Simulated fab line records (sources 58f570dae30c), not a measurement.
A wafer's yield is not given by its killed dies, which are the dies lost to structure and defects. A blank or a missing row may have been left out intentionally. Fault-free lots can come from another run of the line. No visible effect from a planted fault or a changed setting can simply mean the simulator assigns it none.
Which tool did it? -- flow berkeley_cmos170 -- 14 lots with 42 wafers sampled at 4 steps, on a route of 331 steps

## WHAT THE GAUGES SHOWED, per wafer
UCB170_PWELL_TW_MEAS_17. Usual: PWELL_TW gives 378.7 (standard deviation 2.2).
lot,measured,on,PWELL_TW,flag
L318,day 3 00:47,film_metro-04,379.6 377.6 376.6,
L317,day 3 00:49,film_metro-03,378.8 380.5 375.3,
L319,day 3 08:37,film_metro-01,378.3 379.4 379.5,
L320,day 3 13:24,film_metro-04,377.0 375.8 375.0,
L321,day 3 21:20,film_metro-04,376.2 375.8 376.2,
L322,day 3 21:31,film_metro-01,379.3 379.0 379.2,
L323,day 4 07:05,film_metro-01,380.1 377.3 379.7,
L324,day 4 22:35,film_metro-01,378.7 377.7 379.5,
L329,day 5 09:05,film_metro-01,405.8 404.4 406.3,OFF
L330,day 5 19:55,film_metro-03,401.7 403.3 404.6,OFF
L332,day 6 08:11,film_metro-04,374.1 373.9 376.3,
L334,day 6 10:29,film_metro-01,383.3 381.3 381.4,
L337,day 7 00:29,film_metro-04,377.2 374.8 375.8,
L339,day 7 11:55,film_metro-03,380.7 379.8 379.0,

UCB170_FIELD_THK_MEAS_90. Usual: FIELD_OXIDE_LEFT_1_THK gives 433 nm (standard deviation 9.3).
lot,measured,on,FIELD_OXIDE_LEFT_1_THK (nm),flag
L318,day 4 13:54,film_metro-03,435 438 432,
L317,day 4 13:52,film_metro-04,425 428 437,
L319,day 4 20:48,film_metro-01,444 448 444,
L320,day 5 02:01,film_metro-03,420 419 407,
L321,day 5 12:36,film_metro-03,438 435 440,
L322,day 5 12:35,film_metro-01,443 435 433,
L323,day 6 08:03,film_metro-04,423 420 427,
L324,day 6 19:23,film_metro-04,431 435 422,
L329,day 7 02:52,film_metro-03,435 433 434,
L330,day 7 10:31,film_metro-04,437 437 435,
L332,day 8 02:53,film_metro-03,445 446 441,
L334,day 8 02:51,film_metro-03,426 436 431,
L337,day 8 19:02,film_metro-01,422 432 428,
L339,day 9 09:21,film_metro-04,450 443 431,

UCB170_V1_OVL_MEAS_13. Usual: V1_OVL gives 0 nm (standard deviation 4.8).
lot,measured,on,V1_OVL (nm),flag
L318,day 7 01:01,overlay-01,-2 -3 1,
L317,day 7 04:24,overlay-01,2 -2 3,
L319,day 7 08:32,overlay-02,0 4 2,
L320,day 7 11:57,overlay-01,-2 1 3,
L321,day 8 04:09,overlay-01,-1 -1 4,
L322,day 7 23:59,overlay-01,2 -4 1,
L323,day 8 08:26,overlay-02,-3 0 -1,
L324,day 8 19:01,overlay-02,7 1 1,
L329,day 9 10:39,overlay-01,-6 -5 -2,
L330,day 9 17:12,overlay-02,0 -8 3,
L332,day 10 20:17,overlay-02,0 5 1,
L334,day 11 02:52,overlay-01,7 -3 0,
L337,day 11 13:23,overlay-01,-5 3 2,
L339,day 12 04:05,overlay-01,-1 3 1,

## EACH LOT AND THE TOOL THAT RAN IT (in order: tool; ch and the chambers of the sampled wafers; start)
lot,UCB170_PWELL_IMPLANT_15
L318,"implanter-03 ch 0, day 3 00:32"
L317,"implanter-04 ch 0, day 3 00:34"
L319,"implanter-04 ch 0, day 3 08:22"
L320,"implanter-04 ch 0, day 3 13:12"
L321,"implanter-01 ch 0, day 3 21:07"
L322,"implanter-04 ch 0, day 3 21:16"
L323,"implanter-01 ch 0, day 4 06:50"
L324,"implanter-01 ch 0, day 4 22:22"
L329,"implanter-04 ch 0, day 5 08:50"
L330,"implanter-04 ch 0, day 5 19:41"
L332,"implanter-01 ch 0, day 6 07:56"
L334,"implanter-01 ch 0, day 6 10:16"
L337,"implanter-01 ch 0, day 7 00:14"
L339,"implanter-01 ch 0, day 7 11:40"
- UCB170_PWELL_IMPLANT_15

## AS READ BY THE TOOLS THEMSELVES (means over the sampled wafers that have a number; for cases with no such wafer, the mark the record gives instead)
UCB170_PWELL_IMPLANT_15. Usual: dose_ions_cm2 5.001e+12, standard deviation 5.8e+09; faraday_current_uA 15.9, standard deviation 0.32.
lot,tool,dose_ions_cm2,faraday_current_uA,flag
L318,implanter-03,5.003e+12,16.1,
L317,implanter-04,5.001e+12,15.9,
L319,implanter-04,5.001e+12,15.9,
L320,implanter-04,4.994e+12,15.7,
L321,implanter-01,5.006e+12,15.9,
L322,implanter-04,5.000e+12,15.8,
L323,implanter-01,5.001e+12,15.5,
L324,implanter-01,4.996e+12,15.7,
L329,implanter-04,6.202e+12,19.4,OFF
L330,implanter-04,6.192e+12,19.5,OFF
L332,implanter-01,4.999e+12,15.8,
L334,implanter-01,5.002e+12,15.7,
L337,implanter-01,5.009e+12,15.7,
L339,implanter-01,5.006e+12,15.8,

## THE ANSWER, worked out from the rows above alone
Rule: a lot counts as off when the mean over its wafers that have a number is more than 3 standard deviations away from the usual mean. A lot without any number at a reading at which 4 lots or more have one is off too. The other lots that the step has rows for count as sound. The gauges are gone through in route order, then the tools' own readings, and for those a lot's mean is taken as printed above. The first step at which some lot is off is used, and at that step the reading that is off furthest; a lot without a number counts as furthest.
Off: L329, L330, at UCB170_PWELL_TW_MEAS_17 (PWELL_TW).
If a tool, at a process step before that reading, ran all the lots that are off and no sound lot after the first of them, it fits. Not tried: the gauges at UCB170_PWELL_TW_MEAS_17; whatever is off there is also off at UCB170_PWELL_IMPLANT_15, on other tools, and gauge error can't account for it. One fits: implanter-04 at UCB170_PWELL_IMPLANT_15. Its last sound lot is L322 (day 3 21:16), its first lot that is off L329 (day 5 08:50): a fault that began between those two fits.
The tool's own readings at UCB170_PWELL_IMPLANT_15 bear it out: on the lots that are off they differ by more than 5 times the standard deviation of the sound lots' means. dose_ions_cm2 reads 6.197e+12 there against 5.002e+12 on the sound lots; faraday_current_uA reads 19.4 there against 15.8 on the sound lots.

## WHAT THE SIMULATOR PUT IN
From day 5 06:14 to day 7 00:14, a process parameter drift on implanter-04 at UCB170_PWELL_IMPLANT_15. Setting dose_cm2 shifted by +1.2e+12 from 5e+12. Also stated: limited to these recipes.
Lots struck among those shown: L329, L330. This agrees with what the rule above found.
